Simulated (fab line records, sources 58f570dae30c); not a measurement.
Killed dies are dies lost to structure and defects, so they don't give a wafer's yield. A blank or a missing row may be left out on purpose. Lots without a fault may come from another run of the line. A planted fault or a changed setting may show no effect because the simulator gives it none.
A struck lot beside a sound one | flow berkeley_cmos170 | 14 steps out of a route of 331
Sound: wafers L772.1, L772.4, L772.6. Struck: wafers L778.2, L778.4, L778.5. The cause comes at the end.
At each step with rows: each side's tool, then ch and its chambers, then its first start. Under that, the readings that differ: sound wafers | struck wafers | difference of the means | sigmas: that difference in standard deviations of wafers without a fault.
alike: readings whose means differ by less than 2 such deviations, and words and numbers that are the same on both sides. not compared: withheld readings, readings that some wafer has no value for, bounds like >300 that may hide the same value, and numbers for which the record gives no deviation and whose values overlap.
The two part at a step that has a row with sigmas, a row that says differs or no value, or rows on one side only. Numbers that don't overlap but have no deviation are shown without sigmas and don't part them. A reading that every wafer of one side lacks parts them only if that side has two wafers or more.

first, 2 steps without rows for these wafers: UCB170_NLDD_IMPLANT_08; UCB170_NLDD_IMPLANT_09.
UCB170_NLDD_STRIP_10: strips in O2.
  sound on plasma_asher-01 ch 0,1, day 8 07:14; struck on plasma_asher-01 ch 0,1, day 9 19:30
  alike: drypump_motor_current_A, oes_product_au, strip_time_to_endpoint_s
  not compared: rf_hours_counter_h
UCB170_NLDD_TW_MEAS_11:
  sound on film_metro-02, day 8 07:20; struck on film_metro-04, day 9 19:37
  reading | sound          | struck         | difference | sigmas
  NLDD_TW | 2255 2261 2256 | 2230 2216 2228 | -33        | -3
then, 1 step without rows for these wafers: UCB170_NLDD_CLEAN_12 (cleans in SPM, time 600 s).
UCB170_SPACER_CVD_00: deposits SiO2 from TEOS/O2, target thk 376 nm, time 47 s.
  sound on pecvd-02 ch 0,2, day 8 07:35; struck on pecvd-02 ch 0,1,2, day 9 19:50
  alike: heater_power_w, rf_fwd_power_W
UCB170_SPACER_THK_MEAS_01:
  sound on film_metro-03, day 8 07:38; struck on film_metro-01, day 9 19:53
  alike: SPACER_TEOS_THK
then, 1 step without rows for these wafers: UCB170_SPACER_ANNEAL_02 (time 1800 s).
UCB170_SPACER_ETCHBACK_03: etches SiO2 in CHF3/CF4/Ar, stops on Si, target depth 376 nm, time 100 s.
  sound on rie_diel-03 ch 2,3, day 8 11:56; struck on rie_diel-02 ch 0,2, day 10 00:24
  alike: cf4_flow_sccm, drypump_motor_current_A, oes_product_au, rf_fwd_power_W, throttle_valve_pct
  not compared: rf_hours_counter_h
then, 3 steps without rows for these wafers: UCB170_PSD_HMDS_00 (prime time 60 s); UCB170_PSD_COAT_01 (resist thk 900 nm); UCB170_PSD_SOFTBAKE_02 (time 60 s).
UCB170_PSD_EXPOSE_03: exposes mask PSELECT MOD, target cd 1200 nm.
  sound on krf_scanner-01 ch 0, day 8 12:54; struck on krf_scanner-01, day 10 01:08
  no value came back on the struck wafers for exposure_dose_mJ_cm2, focus_offset_nm (nm); on the sound wafers exposure_dose_mJ_cm2 reads 29.952 29.939 29.955
  alike: mask
then, 1 step without rows for these wafers: UCB170_PSD_PEB_04.

WHERE THEY PART
First at UCB170_NLDD_TW_MEAS_11; last, within this record, at UCB170_PSD_EXPOSE_03.

WHY: what the simulator had put in
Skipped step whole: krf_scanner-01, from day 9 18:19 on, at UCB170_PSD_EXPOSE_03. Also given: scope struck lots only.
